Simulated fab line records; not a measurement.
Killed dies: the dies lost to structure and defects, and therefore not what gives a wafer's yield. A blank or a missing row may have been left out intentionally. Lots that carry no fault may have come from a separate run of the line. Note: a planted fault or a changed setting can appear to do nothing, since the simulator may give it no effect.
A single fault, viewed from 2 desks | flow rit_cmos | every desk sees just its own numbers, and what lay behind them comes last

## FROM THE METROLOGY DESK
What the gauges read for every lot (on any tool): the sampled wafers with a number, averaged. If a lot's mean is further than 4 standard deviations from the usual mean, the lot is out of limits and carries the mark OUT (the distance appears in the brackets).
Columns: A = GATE_OXIDE_THK at RIT_GATE_THK_MEAS_07, usual 3.01 nm; B = GATE_OVL at RIT_GATE_OVL_MEAS_17, usual 0.0 nm
lot  | first seen here | A    | B
L222 | day 2 21:08     | 2.95 | -0.1
L224 | day 3 06:40     | 3.04 | 0.7
L225 | day 3 10:45     | 3.08 | -2.4
L227 | day 3 23:43     | 2.97 | 0.1
L228 | day 4 02:49     | 3.05 | 0.1
L230 | day 4 13:08     | 3.02 | 0.3
L231 | day 4 20:23     | 3.04 | 1.1
L232 | day 5 03:14     | 2.99 | -0.3
L235 | day 5 19:22     | 3.01 | 1.2
L238 | day 6 11:37     | 3.14 | 2.9
L239 | day 6 16:12     | 2.98 | -2.1
L240 | day 6 17:55     | 2.98 | -2.1
L241 | day 7 01:16     | 3.10 | -1.1
L242 | day 7 03:35     | 3.12 | 1.6
This desk's finding: nothing out of limits on any of the 14 lots.

## THE TOOL OWNER'S DESK: litho_track-04
The tool's own readings at RIT_NRETRO_SOFTBAKE_02 (time 60 s): means of the sampled wafers that have a number, for each lot that ran on this tool. If a lot's mean is further than 4 standard deviations from the usual mean, the lot is out of limits and carries the mark OUT (the distance appears in the brackets).
Columns: A = heater_power_total_W at RIT_NRETRO_SOFTBAKE_02, usual 34.57 W; B = plate_temp_C at RIT_NRETRO_SOFTBAKE_02, usual 89.99 C
lot  | first seen here | A                | B
L225 | day 3 05:43     | 34.52            | 90.18
L227 | day 3 17:46     | 34.60            | 89.95
L228 | day 3 22:07     | 34.53            | 89.95
L230 | day 4 08:26     | 34.58            | 90.01
L231 | day 4 13:27     | 34.96 (+7.8) OUT | 90.64 (+5.0) OUT
L232 | day 4 20:44     | 34.99 (+8.3) OUT | 90.51 (+4.0) OUT
Finding of this desk: L231, L232 out of limits; the first was L231 at day 4 13:27, on heater_power_total_W at RIT_NRETRO_SOFTBAKE_02. L225, L227, L228, L230: within limits.

## BROUGHT TOGETHER
The tool owner's desk could have raised an alarm at day 4 13:27, on L231, L232.
The metrology desk saw nothing out of limits.
The metrology desk has L231, L232 on record, within its limits.
The lots listed all ran RIT_NRETRO_SOFTBAKE_02 on litho_track-04.

## WHAT THE SIMULATOR HAD PUT IN
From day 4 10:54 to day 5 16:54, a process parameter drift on litho_track-04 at RIT_NRETRO_SOFTBAKE_02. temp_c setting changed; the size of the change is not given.
Struck lots among those shown: L231, L232.
Each desk's first reading out of limits, in hours after the fault started: the tool owner's desk, 3.
